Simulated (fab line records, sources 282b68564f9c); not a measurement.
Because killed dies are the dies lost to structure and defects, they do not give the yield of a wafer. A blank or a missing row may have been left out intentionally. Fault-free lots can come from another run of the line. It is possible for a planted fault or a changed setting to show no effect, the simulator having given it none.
A lot that was struck, set against a sound lot / flow ritCmos / 43 steps out of a route of 202
Sound: these wafers, L455.1, L455.4, L455.6. Struck: wafer L451.6 (L451.2, L451.4, from the same lot, were not struck and are left out); the cause is given at the end.
Each step with rows lists, per side, the tool, then ch with its chambers, then its first start. Under that, the readings that differ: sound wafers / struck wafers / difference of the means / sigmas: that difference in standard deviations of wafers without a fault.
alike: a reading whose means differ by less than 2 such deviations, as well as words and numbers matching on both sides. not compared: withheld readings; readings where some wafer has no value; bounds like >300 that might hide an equal value; numbers whose values overlap and for which the record gives no deviation.
The two part at a step that has a row with sigmas, a row that says differs or no value, or rows on one side only. Non-overlapping numbers with no deviation appear without sigmas and do not part them. A reading that every wafer of one side lacks parts them only if that side has two wafers or more.

RIT_SDANNEAL_RTA_03: time 5 s.
  sound on rtpAnneal-02 ch 0, day 5 14:47; struck on rtpAnneal-02 ch 0, day 4 19:11
  alike: wafer_temp_C_max
RIT_SDANNEAL_RS_MEAS_04: measurement is done with a four-point probe.
  sound: filmMetro-03 at day 5 14:51; struck: filmMetro-02 at day 4 19:15
  alike: PSD_RS
RIT_SDANNEAL_RS_MEAS_05: measurement is done with a four-point probe.
  sound: filmMetro-03 at day 5 14:58; struck: filmMetro-02 at day 4 19:22
  alike: NSD_RS
RIT_SDANNEAL_RS_MEAS_06: measurement is done with a four-point probe.
  sound: filmMetro-03 at day 5 15:05; struck: filmMetro-02 at day 4 19:29
  alike: PLDD_RS
RIT_SDANNEAL_RS_MEAS_07: measurement is done with a four-point probe.
  sound: filmMetro-03 at day 5 15:13; struck: filmMetro-02 at day 4 19:37
  alike: NLDD_RS
then, 2 steps without rows for these wafers: RIT_SILICIDE_WET_ETCH_00 (etches SiO2 in BOE, target depth 14 nm, time 15 s); RIT_SILICIDE_SPUTTER_01 (material Ti, target thk 30 nm, time 240 s).
RIT_SILICIDE_RS_MEAS_02: measurement is done with a four-point probe.
  sound: filmMetro-01 at day 5 15:30; struck: filmMetro-04 at day 4 19:53
  alike: SILICIDE_TI_RS
RIT_SILICIDE_THK_MEAS_03: measures by xrf.
  sound: filmMetro-01 at day 5 15:37; struck: filmMetro-04 at day 4 20:00
  alike: SILICIDE_TI_THK
RIT_SILICIDE_RTA_04: time 10 s, ramp up 5 s, ramp down 5 s.
  sound on rtpAnneal-01 ch 0, day 5 15:41; struck on rtpAnneal-01 ch 0, day 4 20:04
  alike: wafer_temp_C_max
then, 1 step without rows for these wafers: RIT_SILICIDE_WET_ETCH_05 (etches Ti in SPM, time 120 s).
RIT_SILICIDE_RTA_06: time 10 s, ramp up 5 s, ramp down 10 s.
  sound on rtpAnneal-02 ch 0, day 5 15:47; struck on rtpAnneal-02 ch 0, day 4 20:10
  alike: wafer_temp_C_max
RIT_CONTACT_CVD_00: deposits SiO2 from TEOS, target thk 400 nm, time 61 s.
  sound on pecvd-01 ch 0,1,2, day 5 15:51; struck on pecvd-02 ch 0, day 4 20:14
reading=rfFwdPowerW (W); sound=397.0 396.8 396.3; struck=554.2; difference=+157.5; sigmas=+93
reading=model.SiO2_of_CONTACT_CVD_00.thkNm (nm); sound=395.4 410 404.8; struck=453.1; difference=+49.7; sigmas=
  alike: heaterPowerW
RIT_CONTACT_THK_MEAS_01:
  sound: filmMetro-03 at day 5 15:55; struck: filmMetro-02 at day 4 20:17
reading=CONTACT_TEOS_THK (nm); sound=395 410 405; struck=454; difference=+51; sigmas=+8
then, 6 steps without rows for these wafers: RIT_CONTACT_HMDS_02 (prime time 60 s); RIT_CONTACT_COAT_03 (resist thk 1000 nm); RIT_CONTACT_SOFTBAKE_04 (time 60 s); RIT_CONTACT_EXPOSE_05 (exposes mask M11, target cd 1000 nm); RIT_CONTACT_PEB_06; RIT_CONTACT_DEVELOP_07 (develop time 120 s).
RIT_CONTACT_CD_MEAS_08 targets a cd of 1000 nm.
  sound: cdSem-01 at day 5 16:56; struck: cdSem-02 at day 4 21:20
  alike: cdNm
RIT_CONTACT_OVL_MEAS_09:
  sound: overlay-02 at day 5 17:03; struck: overlay-02 at day 4 21:26
  alike: CONTACT_OVL
then, 1 step without rows for these wafers: RIT_CONTACT_HARDBAKE_10 (time 60 s).
RIT_CONTACT_ETCH_11: etches SiO2 in CHF3/CF4/Ar, stops on TiSi2, target depth 480 nm, time 320 s.
  sound on rieDiel-02 ch 1,3, day 5 17:14; struck on rieDiel-01 ch 0, day 4 21:37
reading=model.CONTACT.featureDepthNm (nm); sound=395.4 410 404.8; struck=453.1; difference=+49.7; sigmas=
reading=model.etch.depthNm (nm); sound=395.4 410 404.8; struck=453.1; difference=+49.7; sigmas=
  alike: drypumpMotorCurrentA, oesProductAu, throttleValvePct
  not compared: rfHoursCounterH
RIT_CONTACT_STRIP_12: strips in O2, time 180 s.
  sound on plasmaAsher-04 ch 0,1, day 5 17:26; struck on plasmaAsher-04 ch 1, day 4 21:49
  alike: drypumpMotorCurrentA, rfReflPowerW
  not compared: rfHoursCounterH
RIT_CONTACT_CD_MEAS_90 targets a cd of 1000 nm.
  sound: cdSem-01 at day 5 17:37; struck: cdSem-01 at day 4 22:00
reading=cdNm (nm); sound=1002.9 1000.9 1002.8; struck=1007.4; difference=+5.2; sigmas=+2
then, 2 steps without rows for these wafers: RIT_CONTACT_CLEAN_13 (cleans in SC1, time 600 s); RIT_CONTACT_CLEAN_14 (cleans in SC2, time 600 s).
RIT_M1_SPUTTER_00: material Al, target thk 400 nm, time 500 s.
  sound: pvdSputter-04 at day 5 18:05; struck: pvdSputter-04 at day 4 22:27
  alike: cathodeDcPowerW, throttleValvePct
RIT_M1_RS_MEAS_01: measurement is done with a four-point probe.
  sound: filmMetro-02 at day 5 18:23; struck: filmMetro-02 at day 4 22:46
  alike: M1_AL_RS
RIT_M1_THK_MEAS_02: measures by xrf.
  sound: filmMetro-02 at day 5 18:31; struck: filmMetro-02 at day 4 22:53
  alike: M1_AL_THK
then, 6 steps without rows for these wafers: RIT_M1_HMDS_03 (prime time 60 s); RIT_M1_COAT_04 (resist thk 1300 nm); RIT_M1_SOFTBAKE_05 (time 60 s); RIT_M1_EXPOSE_06 (exposes mask M12, target cd 2600 nm); RIT_M1_PEB_07; RIT_M1_DEVELOP_08 (develop time 68 s).
RIT_M1_CD_MEAS_09 targets a cd of 2600 nm.
  sound: cdSem-01 at day 5 19:34; struck: cdSem-02 at day 4 23:50
  alike: cdNm
RIT_M1_OVL_MEAS_10:
  sound: overlay-02 at day 5 19:41; struck: overlay-01 at day 4 23:56
  alike: M1_OVL
then, 1 step without rows for these wafers: RIT_M1_HARDBAKE_11 (time 120 s).
RIT_M1_METAL_ETCH_12: etches Al in Cl2/BCl3, stops on SiO2, time 165 s, target depth 600 nm.
  sound on rieMetal-04 ch 0,1, day 5 19:59; struck on rieMetal-01 ch 0, day 5 00:13
reading=model.SiO2_of_CONTACT_CVD_00.thkNm (nm); sound=357.7 371.1 365.9; struck=415.7; difference=+50.8; sigmas=
  alike: drypumpMotorCurrentA, oesProductAu, throttleValvePct
  not compared: rfHoursCounterH
then, 1 step without rows for these wafers: RIT_M1_STRIP_13 (strips in nmp, time 600 s).
RIT_M1_PROBE_99:
  sound: prober-01 at day 5 22:15; struck: prober-01 at day 5 02:45
reading=model.etest.fieldPMetal.vtV (V); sound=-29.88 -30.09 -30; struck=-32.97; difference=-2.98; sigmas=
reading=model.etest.antennaContact.vtShiftV (V); sound=-0.01107 -0.009789 -0.008981; struck=-0.007021; difference=+0.002926; sigmas=
  alike: killedAtFrontEnd, killedDies, killedOpen, killedShort

## WHERE THEY PART
First at RIT_CONTACT_CVD_00; last, within this record, at RIT_CONTACT_CD_MEAS_90. Later steps at which nothing parts them and some readings are alike: RIT_M1_SPUTTER_00, RIT_M1_RS_MEAS_01, RIT_M1_THK_MEAS_02, RIT_M1_CD_MEAS_09, RIT_M1_OVL_MEAS_10, RIT_M1_METAL_ETCH_12, RIT_M1_PROBE_99.

WHY: what the simulator had put in
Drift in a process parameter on pecvd-02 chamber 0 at RIT_CONTACT_CVD_00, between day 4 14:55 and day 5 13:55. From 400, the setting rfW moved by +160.
